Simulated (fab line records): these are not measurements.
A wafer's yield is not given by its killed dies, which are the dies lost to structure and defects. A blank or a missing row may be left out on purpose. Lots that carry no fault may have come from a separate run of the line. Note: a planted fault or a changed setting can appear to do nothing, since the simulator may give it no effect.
fab line records / flow berkeley_cmos170
record lots=15 wafers=45 last_day=10
route steps=331 shown ACTIVE@65
lots with no fault: from the same line, run without faults
start_h: the number of hours between the record's first day and the start of the first shown wafer of the lot / wait_h: hours from the lot's prior step to this one / " as in the row above / L1.1+2: a single row standing in for several wafers / - no value, or no start given / * or withheld: withheld / < > ~ a bound
route shown NAME@n: NAME is a module with steps in the file, n the number in the route of the first one / usual: mean and standard deviation over wafers with no fault / same: alike in all rows / chamber/n: place in a boat / sites: the reading at each site / _std_site: standard deviation of those values / _edge_site: outer sites' mean less inner sites' / radius_mm: how far each site lies from the wafer's centre / mask NAME#n: copy n / behind: the most recent tool/chamber to have shaped the wafer / hold: why the lot was held/for how many hours/how that ended / device: which transistor (n, p or np) failed to switch / end of line: tests run on the same wafers once the route is complete / a step without rows: its recipe alone / killed: dies lost to structure and defects at the first sort, not the wafer's yield / map: a wafer's dies, marking killed ones x, the rest . and places with no die _
set.NAME: the setting that was run; set.NAME@STEP: the one run at that earlier step / model.NAME: the simulator's own value behind a step, which no gauge read
a sample of lots followed through the steps of the route, with each step as a table and each wafer as a row
services: a tool's chamber out of use, with start hour (start_h, from the record's first day; less than 0 if before it), hours out, and reason
## steps
# step UCB170_ACTIVE_CVD_05
# recipe material=Si3N4 target_thk_nm=220 temp_c=800 precursor=SiH2Cl2/NH3 time_s=3300 pressure_mtorr=200 sih2cl2_flow_sccm=25 nh3_flow_sccm=75
# usual spike_tc_source_C=823.4/2
lot.wafer=L855.2 tool=lpcvd-01 chamber=0 start_h=76.78 wait_h=0.0 spike_tc_source_C=822.4
lot.wafer=L855.3 tool=lpcvd-01 chamber=0 start_h=76.78 wait_h=0.0 spike_tc_source_C=821.4
lot.wafer=L855.4 tool=lpcvd-01 chamber=0 start_h=76.78 wait_h=0.0 spike_tc_source_C=820.9
lot.wafer=L856.2 tool=lpcvd-01 chamber=0 start_h=84.49 wait_h=1.7 spike_tc_source_C=821.8
lot.wafer=L856.4 tool=lpcvd-01 chamber=0 start_h=84.49 wait_h=1.7 spike_tc_source_C=823.9
lot.wafer=L856.6 tool=lpcvd-01 chamber=0 start_h=84.49 wait_h=1.7 spike_tc_source_C=821.7
lot.wafer=L857.1 tool=lpcvd-01 chamber=0 start_h=84.49 wait_h=1.7 spike_tc_source_C=821.2
lot.wafer=L857.3 tool=lpcvd-01 chamber=0 start_h=84.49 wait_h=1.7 spike_tc_source_C=821.6
lot.wafer=L857.5 tool=lpcvd-01 chamber=0 start_h=84.49 wait_h=1.7 spike_tc_source_C=823.1
lot.wafer=L858.1 tool=lpcvd-02 chamber=0 start_h=91.22 wait_h=0.0 spike_tc_source_C=821.4
lot.wafer=L858.4 tool=lpcvd-02 chamber=0 start_h=91.22 wait_h=0.0 spike_tc_source_C=821.3
lot.wafer=L858.6 tool=lpcvd-02 chamber=0 start_h=91.22 wait_h=0.0 spike_tc_source_C=819.6
lot.wafer=L859.4 tool=lpcvd-01 chamber=0 start_h=96.73 wait_h=1.7 spike_tc_source_C=820.4
lot.wafer=L859.5 tool=lpcvd-01 chamber=0 start_h=96.73 wait_h=1.7 spike_tc_source_C=822.8
lot.wafer=L859.6 tool=lpcvd-01 chamber=0 start_h=96.73 wait_h=1.7 spike_tc_source_C=820.8
lot.wafer=L860.2 tool=lpcvd-01 chamber=0 start_h=101.01 wait_h=0.0 spike_tc_source_C=822.8
lot.wafer=L860.3 tool=lpcvd-01 chamber=0 start_h=101.01 wait_h=0.0 spike_tc_source_C=822.1
lot.wafer=L860.6 tool=lpcvd-01 chamber=0 start_h=101.01 wait_h=0.0 spike_tc_source_C=821.2
lot.wafer=L861.2 tool=lpcvd-01 chamber=1 start_h=112.42 wait_h=0.0 spike_tc_source_C=824.9
lot.wafer=L861.4 tool=lpcvd-01 chamber=1 start_h=112.42 wait_h=0.0 spike_tc_source_C=824.5
lot.wafer=L861.6 tool=lpcvd-01 chamber=1 start_h=112.42 wait_h=0.0 spike_tc_source_C=824.4
lot.wafer=L862.1 tool=lpcvd-01 chamber=1 start_h=112.42 wait_h=0.0 spike_tc_source_C=826.4
lot.wafer=L862.3 tool=lpcvd-01 chamber=1 start_h=112.42 wait_h=0.0 spike_tc_source_C=824.1
lot.wafer=L862.5 tool=lpcvd-01 chamber=1 start_h=112.42 wait_h=0.0 spike_tc_source_C=826.9
lot.wafer=L863.3 tool=lpcvd-01 chamber=1 start_h=122.57 wait_h=0.7 spike_tc_source_C=824.1
lot.wafer=L863.4 tool=lpcvd-01 chamber=1 start_h=122.57 wait_h=0.7 spike_tc_source_C=824.6
lot.wafer=L863.5 tool=lpcvd-01 chamber=1 start_h=122.57 wait_h=0.7 spike_tc_source_C=825.8
lot.wafer=L864.1 tool=lpcvd-01 chamber=0 start_h=122.57 wait_h=0.7 spike_tc_source_C=823.0
lot.wafer=L864.2 tool=lpcvd-01 chamber=0 start_h=122.57 wait_h=0.7 spike_tc_source_C=821.9
lot.wafer=L864.3 tool=lpcvd-01 chamber=0 start_h=122.57 wait_h=0.7 spike_tc_source_C=822.9
lot.wafer=L865.3 tool=lpcvd-02 chamber=0 start_h=131.01 wait_h=0.8 spike_tc_source_C=820.7
lot.wafer=L865.4 tool=lpcvd-02 chamber=0 start_h=131.01 wait_h=0.8 spike_tc_source_C=821.6
lot.wafer=L865.5 tool=lpcvd-02 chamber=0 start_h=131.01 wait_h=0.8 spike_tc_source_C=822.1
lot.wafer=L866.2 tool=lpcvd-02 chamber=1 start_h=131.01 wait_h=0.8 spike_tc_source_C=825.8
lot.wafer=L866.4 tool=lpcvd-02 chamber=1 start_h=131.01 wait_h=0.8 spike_tc_source_C=826.9
lot.wafer=L866.5 tool=lpcvd-02 chamber=1 start_h=131.01 wait_h=0.8 spike_tc_source_C=826.0
lot.wafer=L870.1 tool=lpcvd-01 chamber=0 start_h=155.57 wait_h=0.0 spike_tc_source_C=823.2
lot.wafer=L870.3 tool=lpcvd-01 chamber=0 start_h=155.57 wait_h=0.0 spike_tc_source_C=822.7
lot.wafer=L870.5 tool=lpcvd-01 chamber=0 start_h=155.57 wait_h=0.0 spike_tc_source_C=821.8
lot.wafer=L871.3 tool=lpcvd-01 chamber=1 start_h=155.57 wait_h=0.0 spike_tc_source_C=825.4
lot.wafer=L871.5 tool=lpcvd-01 chamber=1 start_h=155.57 wait_h=0.0 spike_tc_source_C=826.9
lot.wafer=L871.6 tool=lpcvd-01 chamber=1 start_h=155.57 wait_h=0.0 spike_tc_source_C=826.2
lot.wafer=L872.1 tool=lpcvd-01 chamber=0 start_h=155.57 wait_h=0.0 spike_tc_source_C=822.0
lot.wafer=L872.2 tool=lpcvd-01 chamber=0 start_h=155.57 wait_h=0.0 spike_tc_source_C=822.5
lot.wafer=L872.3 tool=lpcvd-01 chamber=0 start_h=155.57 wait_h=0.0 spike_tc_source_C=822.1
# step UCB170_ACTIVE_THK_MEAS_06
# recipe reads=Si3N4_of_ACTIVE_CVD_05
# usual ACTIVE_NITRIDE_THK=220.6/2.7
lot.wafer=L855.2 tool=film_metro-02 chamber=- start_h=78.77 wait_h=0.1 hold=- ACTIVE_NITRIDE_THK[nm]=218.8
lot.wafer=L855.3 tool=film_metro-02 chamber=- start_h=78.77 wait_h=0.1 hold=- ACTIVE_NITRIDE_THK[nm]=220.2
lot.wafer=L855.4 tool=film_metro-02 chamber=- start_h=78.77 wait_h=0.1 hold=- ACTIVE_NITRIDE_THK[nm]=218.5
lot.wafer=L857.1 tool=film_metro-01 chamber=- start_h=86.40 wait_h=0.0 hold=- ACTIVE_NITRIDE_THK[nm]=222.4
lot.wafer=L857.3 tool=film_metro-01 chamber=- start_h=86.40 wait_h=0.0 hold=- ACTIVE_NITRIDE_THK[nm]=221.4
lot.wafer=L857.5 tool=film_metro-01 chamber=- start_h=86.40 wait_h=0.0 hold=- ACTIVE_NITRIDE_THK[nm]=223.1
lot.wafer=L856.2 tool=film_metro-03 chamber=- start_h=86.41 wait_h=0.0 hold=- ACTIVE_NITRIDE_THK[nm]=224.6
lot.wafer=L856.4 tool=film_metro-03 chamber=- start_h=86.41 wait_h=0.0 hold=- ACTIVE_NITRIDE_THK[nm]=225.8
lot.wafer=L856.6 tool=film_metro-03 chamber=- start_h=86.41 wait_h=0.0 hold=- ACTIVE_NITRIDE_THK[nm]=225.5
lot.wafer=L858.1 tool=film_metro-02 chamber=- start_h=93.14 wait_h=0.0 hold=- ACTIVE_NITRIDE_THK[nm]=220.8
lot.wafer=L858.4 tool=film_metro-02 chamber=- start_h=93.14 wait_h=0.0 hold=- ACTIVE_NITRIDE_THK[nm]=220.1
lot.wafer=L858.6 tool=film_metro-02 chamber=- start_h=93.14 wait_h=0.0 hold=- ACTIVE_NITRIDE_THK[nm]=220.1
lot.wafer=L859.4 tool=film_metro-01 chamber=- start_h=98.68 wait_h=0.0 hold=- ACTIVE_NITRIDE_THK[nm]=225.3
lot.wafer=L859.5 tool=film_metro-01 chamber=- start_h=98.68 wait_h=0.0 hold=- ACTIVE_NITRIDE_THK[nm]=227.6
lot.wafer=L859.6 tool=film_metro-01 chamber=- start_h=98.68 wait_h=0.0 hold=- ACTIVE_NITRIDE_THK[nm]=225.3
lot.wafer=L860.2 tool=film_metro-01 chamber=- start_h=102.93 wait_h=0.0 hold=- ACTIVE_NITRIDE_THK[nm]=219.7
lot.wafer=L860.3 tool=film_metro-01 chamber=- start_h=102.93 wait_h=0.0 hold=- ACTIVE_NITRIDE_THK[nm]=217.3
lot.wafer=L860.6 tool=film_metro-01 chamber=- start_h=102.93 wait_h=0.0 hold=- ACTIVE_NITRIDE_THK[nm]=218.5
lot.wafer=L862.1 tool=film_metro-03 chamber=- start_h=114.34 wait_h=0.0 hold=- ACTIVE_NITRIDE_THK[nm]=219.1
lot.wafer=L862.3 tool=film_metro-03 chamber=- start_h=114.34 wait_h=0.0 hold=- ACTIVE_NITRIDE_THK[nm]=219.2
lot.wafer=L862.5 tool=film_metro-03 chamber=- start_h=114.34 wait_h=0.0 hold=- ACTIVE_NITRIDE_THK[nm]=220.0
lot.wafer=L861.2 tool=film_metro-02 chamber=- start_h=114.35 wait_h=0.0 hold=- ACTIVE_NITRIDE_THK[nm]=214.6
lot.wafer=L861.4 tool=film_metro-02 chamber=- start_h=114.35 wait_h=0.0 hold=- ACTIVE_NITRIDE_THK[nm]=215.7
lot.wafer=L861.6 tool=film_metro-02 chamber=- start_h=114.35 wait_h=0.0 hold=- ACTIVE_NITRIDE_THK[nm]=216.6
lot.wafer=L864.1 tool=film_metro-03 chamber=- start_h=125.44 wait_h=0.0 hold=- ACTIVE_NITRIDE_THK[nm]=220.2
lot.wafer=L864.2 tool=film_metro-03 chamber=- start_h=125.44 wait_h=0.0 hold=- ACTIVE_NITRIDE_THK[nm]=220.3
lot.wafer=L864.3 tool=film_metro-03 chamber=- start_h=125.44 wait_h=0.0 hold=- ACTIVE_NITRIDE_THK[nm]=219.1
lot.wafer=L863.3 tool=film_metro-01 chamber=- start_h=125.46 wait_h=0.0 hold=- ACTIVE_NITRIDE_THK[nm]=220.0
lot.wafer=L863.4 tool=film_metro-01 chamber=- start_h=125.46 wait_h=0.0 hold=- ACTIVE_NITRIDE_THK[nm]=219.0
lot.wafer=L863.5 tool=film_metro-01 chamber=- start_h=125.46 wait_h=0.0 hold=- ACTIVE_NITRIDE_THK[nm]=219.3
lot.wafer=L866.2 tool=film_metro-03 chamber=- start_h=132.93 wait_h=0.0 hold=- ACTIVE_NITRIDE_THK[nm]=219.0
lot.wafer=L866.4 tool=film_metro-03 chamber=- start_h=132.93 wait_h=0.0 hold=- ACTIVE_NITRIDE_THK[nm]=220.4
lot.wafer=L866.5 tool=film_metro-03 chamber=- start_h=132.93 wait_h=0.0 hold=- ACTIVE_NITRIDE_THK[nm]=220.0
lot.wafer=L865.3 tool=film_metro-01 chamber=- start_h=132.94 wait_h=0.0 hold=- ACTIVE_NITRIDE_THK[nm]=220.4
lot.wafer=L865.4 tool=film_metro-01 chamber=- start_h=132.94 wait_h=0.0 hold=- ACTIVE_NITRIDE_THK[nm]=221.2
lot.wafer=L865.5 tool=film_metro-01 chamber=- start_h=132.94 wait_h=0.0 hold=- ACTIVE_NITRIDE_THK[nm]=221.5
lot.wafer=L870.1 tool=film_metro-01 chamber=- start_h=157.49 wait_h=0.0 hold=await_dispo/0.2h/release ACTIVE_NITRIDE_THK[nm]=272.2
lot.wafer=L870.3 tool=film_metro-01 chamber=- start_h=157.49 wait_h=0.0 hold=await_dispo/0.2h/release ACTIVE_NITRIDE_THK[nm]=272.9
lot.wafer=L870.5 tool=film_metro-01 chamber=- start_h=157.49 wait_h=0.0 hold=await_dispo/0.2h/release ACTIVE_NITRIDE_THK[nm]=273.9
lot.wafer=L870.1 tool=film_metro-01 chamber=- start_h=157.72 wait_h=0.2 hold=- ACTIVE_NITRIDE_THK[nm]=272.2
lot.wafer=L870.3 tool=film_metro-01 chamber=- start_h=157.72 wait_h=0.2 hold=- ACTIVE_NITRIDE_THK[nm]=272.9
lot.wafer=L870.5 tool=film_metro-01 chamber=- start_h=157.72 wait_h=0.2 hold=- ACTIVE_NITRIDE_THK[nm]=273.9
lot.wafer=L872.1 tool=film_metro-02 chamber=- start_h=157.49 wait_h=0.0 hold=await_dispo/0.2h/release ACTIVE_NITRIDE_THK[nm]=273.7
lot.wafer=L872.2 tool=film_metro-02 chamber=- start_h=157.49 wait_h=0.0 hold=await_dispo/0.2h/release ACTIVE_NITRIDE_THK[nm]=273.9
lot.wafer=L872.3 tool=film_metro-02 chamber=- start_h=157.49 wait_h=0.0 hold=await_dispo/0.2h/release ACTIVE_NITRIDE_THK[nm]=274.1
lot.wafer=L872.1 tool=film_metro-02 chamber=- start_h=157.82 wait_h=0.3 hold=- ACTIVE_NITRIDE_THK[nm]=273.8
lot.wafer=L872.2 tool=film_metro-02 chamber=- start_h=157.82 wait_h=0.3 hold=- ACTIVE_NITRIDE_THK[nm]=273.9
lot.wafer=L872.3 tool=film_metro-02 chamber=- start_h=157.82 wait_h=0.3 hold=- ACTIVE_NITRIDE_THK[nm]=274.3
lot.wafer=L871.3 tool=film_metro-03 chamber=- start_h=157.51 wait_h=0.0 hold=await_dispo/0.2h/release ACTIVE_NITRIDE_THK[nm]=277.7
lot.wafer=L871.5 tool=film_metro-03 chamber=- start_h=157.51 wait_h=0.0 hold=await_dispo/0.2h/release ACTIVE_NITRIDE_THK[nm]=277.4
lot.wafer=L871.6 tool=film_metro-03 chamber=- start_h=157.51 wait_h=0.0 hold=await_dispo/0.2h/release ACTIVE_NITRIDE_THK[nm]=277.5
lot.wafer=L871.3 tool=film_metro-03 chamber=- start_h=157.74 wait_h=0.2 hold=- ACTIVE_NITRIDE_THK[nm]=277.6
lot.wafer=L871.5 tool=film_metro-03 chamber=- start_h=157.74 wait_h=0.2 hold=- ACTIVE_NITRIDE_THK[nm]=277.6
lot.wafer=L871.6 tool=film_metro-03 chamber=- start_h=157.74 wait_h=0.2 hold=- ACTIVE_NITRIDE_THK[nm]=277.7
# step UCB170_ACTIVE_ETCH_15
# recipe chemistry=CH3F/Ar/O2 target=Si3N4 stop_on=SiO2 CH3F_flow_sccm=20 Ar_flow_sccm=50 O2_flow_sccm=7 pressure_mtorr=50 rf_w=443.3 target_depth_a=2420 over_etch_frac=0.1 time_s=151
# usual drypump_motor_current_A=5.9/0.42 oes_product_au=0.949/0.015 throttle_valve_pct=8.11/0.1
lot.wafer=L855.2 tool=rie_diel-04 chamber=1 start_h=80.71 wait_h=0.0 drypump_motor_current_A=5.6 oes_product_au=0.932 rf_hours_counter_h=37 throttle_valve_pct=8.07
lot.wafer=L855.3 tool=rie_diel-04 chamber=0 start_h=80.71 wait_h=0.0 drypump_motor_current_A=5.6 oes_product_au=0.941 rf_hours_counter_h=13 throttle_valve_pct=8.16
lot.wafer=L855.4 tool=rie_diel-04 chamber=3 start_h=80.71 wait_h=0.0 drypump_motor_current_A=5.4 oes_product_au=0.960 rf_hours_counter_h=19 throttle_valve_pct=8.09
lot.wafer=L857.1 tool=rie_diel-01 chamber=2 start_h=88.67 wait_h=0.0 drypump_motor_current_A=5.8 oes_product_au=0.963 rf_hours_counter_h=15 throttle_valve_pct=8.18
lot.wafer=L857.3 tool=rie_diel-01 chamber=1 start_h=88.67 wait_h=0.0 drypump_motor_current_A=5.3 oes_product_au=0.925 rf_hours_counter_h=31 throttle_valve_pct=8.06
lot.wafer=L857.5 tool=rie_diel-01 chamber=0 start_h=88.67 wait_h=0.0 drypump_motor_current_A=6.0 oes_product_au=0.953 rf_hours_counter_h=- throttle_valve_pct=7.95
lot.wafer=L856.2 tool=rie_diel-04 chamber=0 start_h=88.81 wait_h=0.0 drypump_motor_current_A=5.5 oes_product_au=0.966 rf_hours_counter_h=14 throttle_valve_pct=8.16
lot.wafer=L856.4 tool=rie_diel-04 chamber=1 start_h=88.81 wait_h=0.0 drypump_motor_current_A=5.6 oes_product_au=0.948 rf_hours_counter_h=37 throttle_valve_pct=8.08
lot.wafer=L856.6 tool=rie_diel-04 chamber=1 start_h=88.81 wait_h=0.0 drypump_motor_current_A=5.6 oes_product_au=0.947 rf_hours_counter_h=- throttle_valve_pct=8.06
lot.wafer=L858.1 tool=rie_diel-04 chamber=2 start_h=100.32 wait_h=0.0 drypump_motor_current_A=6.6 oes_product_au=0.943 rf_hours_counter_h=123 throttle_valve_pct=8.15
lot.wafer=L858.4 tool=rie_diel-04 chamber=0 start_h=100.32 wait_h=0.0 drypump_motor_current_A=5.5 oes_product_au=0.944 rf_hours_counter_h=14 throttle_valve_pct=8.19
lot.wafer=L858.6 tool=rie_diel-04 chamber=1 start_h=100.32 wait_h=0.0 drypump_motor_current_A=5.6 oes_product_au=0.939 rf_hours_counter_h=- throttle_valve_pct=8.06
lot.wafer=L859.4 tool=rie_diel-02 chamber=1 start_h=100.87 wait_h=0.0 drypump_motor_current_A=6.4 oes_product_au=0.978 rf_hours_counter_h=52 throttle_valve_pct=8.01
lot.wafer=L859.5 tool=rie_diel-02 chamber=1 start_h=100.87 wait_h=0.0 drypump_motor_current_A=6.4 oes_product_au=0.994 rf_hours_counter_h=- throttle_valve_pct=8.00
lot.wafer=L859.6 tool=rie_diel-02 chamber=0 start_h=100.87 wait_h=0.0 drypump_motor_current_A=5.8 oes_product_au=0.960 rf_hours_counter_h=- throttle_valve_pct=8.20
lot.wafer=L860.2 tool=rie_diel-01 chamber=2 start_h=104.60 wait_h=0.0 drypump_motor_current_A=5.8 oes_product_au=0.966 rf_hours_counter_h=16 throttle_valve_pct=8.19
lot.wafer=L860.3 tool=rie_diel-01 chamber=2 start_h=104.60 wait_h=0.0 drypump_motor_current_A=5.8 oes_product_au=0.948 rf_hours_counter_h=- throttle_valve_pct=8.20
lot.wafer=L860.6 tool=rie_diel-01 chamber=0 start_h=104.60 wait_h=0.0 drypump_motor_current_A=6.0 oes_product_au=0.948 rf_hours_counter_h=- throttle_valve_pct=7.96
lot.wafer=L862.1 tool=rie_diel-02 chamber=3 start_h=115.74 wait_h=0.0 drypump_motor_current_A=6.5 oes_product_au=0.934 rf_hours_counter_h=81 throttle_valve_pct=8.07
lot.wafer=L862.3 tool=rie_diel-02 chamber=0 start_h=115.74 wait_h=0.0 drypump_motor_current_A=5.8 oes_product_au=0.934 rf_hours_counter_h=125 throttle_valve_pct=8.18
lot.wafer=L862.5 tool=rie_diel-02 chamber=1 start_h=115.74 wait_h=0.0 drypump_motor_current_A=6.4 oes_product_au=0.969 rf_hours_counter_h=- throttle_valve_pct=8.00
lot.wafer=L861.2 tool=rie_diel-01 chamber=0 start_h=115.89 wait_h=0.0 drypump_motor_current_A=6.0 oes_product_au=0.935 rf_hours_counter_h=7 throttle_valve_pct=7.96
lot.wafer=L861.4 tool=rie_diel-01 chamber=2 start_h=115.89 wait_h=0.0 drypump_motor_current_A=5.8 oes_product_au=0.949 rf_hours_counter_h=- throttle_valve_pct=8.19
lot.wafer=L861.6 tool=rie_diel-01 chamber=2 start_h=115.89 wait_h=0.0 drypump_motor_current_A=5.8 oes_product_au=0.959 rf_hours_counter_h=- throttle_valve_pct=8.20
lot.wafer=L864.1 tool=rie_diel-02 chamber=0 start_h=126.92 wait_h=0.0 drypump_motor_current_A=5.8 oes_product_au=0.932 rf_hours_counter_h=126 throttle_valve_pct=8.21
lot.wafer=L864.2 tool=rie_diel-02 chamber=2 start_h=126.92 wait_h=0.0 drypump_motor_current_A=6.0 oes_product_au=0.954 rf_hours_counter_h=40 throttle_valve_pct=8.34
lot.wafer=L864.3 tool=rie_diel-02 chamber=1 start_h=126.92 wait_h=0.0 drypump_motor_current_A=6.5 oes_product_au=0.957 rf_hours_counter_h=53 throttle_valve_pct=8.02
lot.wafer=L863.3 tool=rie_diel-04 chamber=0 start_h=127.19 wait_h=0.0 drypump_motor_current_A=5.5 oes_product_au=0.961 rf_hours_counter_h=16 throttle_valve_pct=8.17
lot.wafer=L863.4 tool=rie_diel-04 chamber=3 start_h=127.19 wait_h=0.0 drypump_motor_current_A=5.4 oes_product_au=0.959 rf_hours_counter_h=22 throttle_valve_pct=8.09
lot.wafer=L863.5 tool=rie_diel-04 chamber=2 start_h=127.19 wait_h=0.0 drypump_motor_current_A=6.5 oes_product_au=0.934 rf_hours_counter_h=- throttle_valve_pct=8.16
lot.wafer=L866.2 tool=rie_diel-02 chamber=3 start_h=134.80 wait_h=0.0 drypump_motor_current_A=6.5 oes_product_au=0.935 rf_hours_counter_h=82 throttle_valve_pct=8.06
lot.wafer=L866.4 tool=rie_diel-02 chamber=1 start_h=134.80 wait_h=0.0 drypump_motor_current_A=6.4 oes_product_au=0.959 rf_hours_counter_h=54 throttle_valve_pct=8.02
lot.wafer=L866.5 tool=rie_diel-02 chamber=3 start_h=134.80 wait_h=0.0 drypump_motor_current_A=6.5 oes_product_au=0.936 rf_hours_counter_h=- throttle_valve_pct=8.06
lot.wafer=L865.3 tool=rie_diel-04 chamber=3 start_h=134.91 wait_h=0.0 drypump_motor_current_A=5.4 oes_product_au=0.969 rf_hours_counter_h=22 throttle_valve_pct=8.08
lot.wafer=L865.4 tool=rie_diel-04 chamber=1 start_h=134.91 wait_h=0.0 drypump_motor_current_A=5.6 oes_product_au=0.940 rf_hours_counter_h=40 throttle_valve_pct=8.08
lot.wafer=L865.5 tool=rie_diel-04 chamber=2 start_h=134.91 wait_h=0.0 drypump_motor_current_A=6.6 oes_product_au=0.938 rf_hours_counter_h=- throttle_valve_pct=8.15
lot.wafer=L871.3 tool=rie_diel-02 chamber=3 start_h=160.42 wait_h=0.0 drypump_motor_current_A=6.5 oes_product_au=0.997 rf_hours_counter_h=84 throttle_valve_pct=8.06
lot.wafer=L871.5 tool=rie_diel-02 chamber=1 start_h=160.42 wait_h=0.0 drypump_motor_current_A=6.5 oes_product_au=1.009 rf_hours_counter_h=- throttle_valve_pct=8.01
lot.wafer=L871.6 tool=rie_diel-02 chamber=2 start_h=160.42 wait_h=0.0 drypump_motor_current_A=6.1 oes_product_au=1.013 rf_hours_counter_h=- throttle_valve_pct=8.33
lot.wafer=L870.1 tool=rie_diel-04 chamber=2 start_h=160.95 wait_h=0.0 drypump_motor_current_A=6.6 oes_product_au=1.001 rf_hours_counter_h=126 throttle_valve_pct=8.17
lot.wafer=L870.3 tool=rie_diel-04 chamber=3 start_h=160.95 wait_h=0.0 drypump_motor_current_A=5.4 oes_product_au=1.033 rf_hours_counter_h=23 throttle_valve_pct=8.10
lot.wafer=L870.5 tool=rie_diel-04 chamber=1 start_h=160.95 wait_h=0.0 drypump_motor_current_A=5.6 oes_product_au=0.993 rf_hours_counter_h=- throttle_valve_pct=8.08
lot.wafer=L872.1 tool=rie_diel-01 chamber=1 start_h=164.81 wait_h=0.0 drypump_motor_current_A=5.3 oes_product_au=0.970 rf_hours_counter_h=33 throttle_valve_pct=8.06
lot.wafer=L872.2 tool=rie_diel-01 chamber=0 start_h=164.81 wait_h=0.0 drypump_motor_current_A=6.0 oes_product_au=0.999 rf_hours_counter_h=9 throttle_valve_pct=7.95
lot.wafer=L872.3 tool=rie_diel-01 chamber=3 start_h=164.81 wait_h=0.0 drypump_motor_current_A=6.5 oes_product_au=1.014 rf_hours_counter_h=1 throttle_valve_pct=8.13
## services
tool=rie_diel-04 chamber=2 start_h=81.29 hours=7.2 kind=repair
tool=rie_diel-04 chamber=- start_h=83.23 hours=0.4 kind=repair
tool=rie_diel-01 chamber=3 start_h=85.84 hours=4.1 kind=repair
tool=rie_diel-01 chamber=3 start_h=89.99 hours=- kind=clean
tool=rie_diel-01 chamber=3 start_h=89.99 hours=30.0 kind=scheduled_down
tool=rie_diel-01 chamber=3 start_h=89.99 hours=30.0 kind=vent_cycle
tool=rie_diel-01 chamber=1 start_h=103.90 hours=20.6 kind=repair
tool=rie_diel-04 chamber=- start_h=114.88 hours=2.5 kind=repair
tool=rie_diel-01 chamber=3 start_h=120.03 hours=9.3 kind=repair
tool=rie_diel-01 chamber=2 start_h=155.15 hours=9.8 kind=repair
## key
first_sign step=UCB170_ACTIVE_THK_MEAS_06 reading=visit direction=added
effect step=UCB170_ACTIVE_THK_MEAS_06 reading=ACTIVE_NITRIDE_THK direction=up sigmas=20 usual=220.6 struck=274.8
effect step=UCB170_ACTIVE_ETCH_15 reading=oes_product_au direction=up sigmas=3.7 usual=0.949 struck=1.003
met_at UCB170_ACTIVE_CVD_05
struck_lots L870,L871,L872
later_rows_left_out L870.1,L870.3,L870.5,L871.3,L871.5,L871.6,L872.1,L872.2,L872.3
sort_left_out L870.1,L870.3,L870.5,L871.3,L871.5,L871.6,L872.1,L872.2,L872.3
tester_left_out L870,L871,L872
onset_between 122.57 155.57
also_fits time
fault kind=process_parameter_drift tool=lpcvd-01 chamber=- onset_h=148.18 steps=UCB170_ACTIVE_CVD_05 channel=target_thk_nm offset=55 shape=step end_h=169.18 acts_in=these_recipes_only stated=220
# tester_left_out: of these lots the tester's yield and bins aren't shown, on N5 and GAA mostly nor the transistor test; their killed dies are dies lost to structure and defects alone, not to doping, threshold or leakage, so they don't give the yield
# sort_left_out: the simulated sort isn't trusted on such a fault, so these wafers' sort isn't shown, and their yield isn't known
# later_rows_left_out: the simulator's readings of these wafers behind a module that went badly wrong aren't trusted and aren't shown, but for the sort
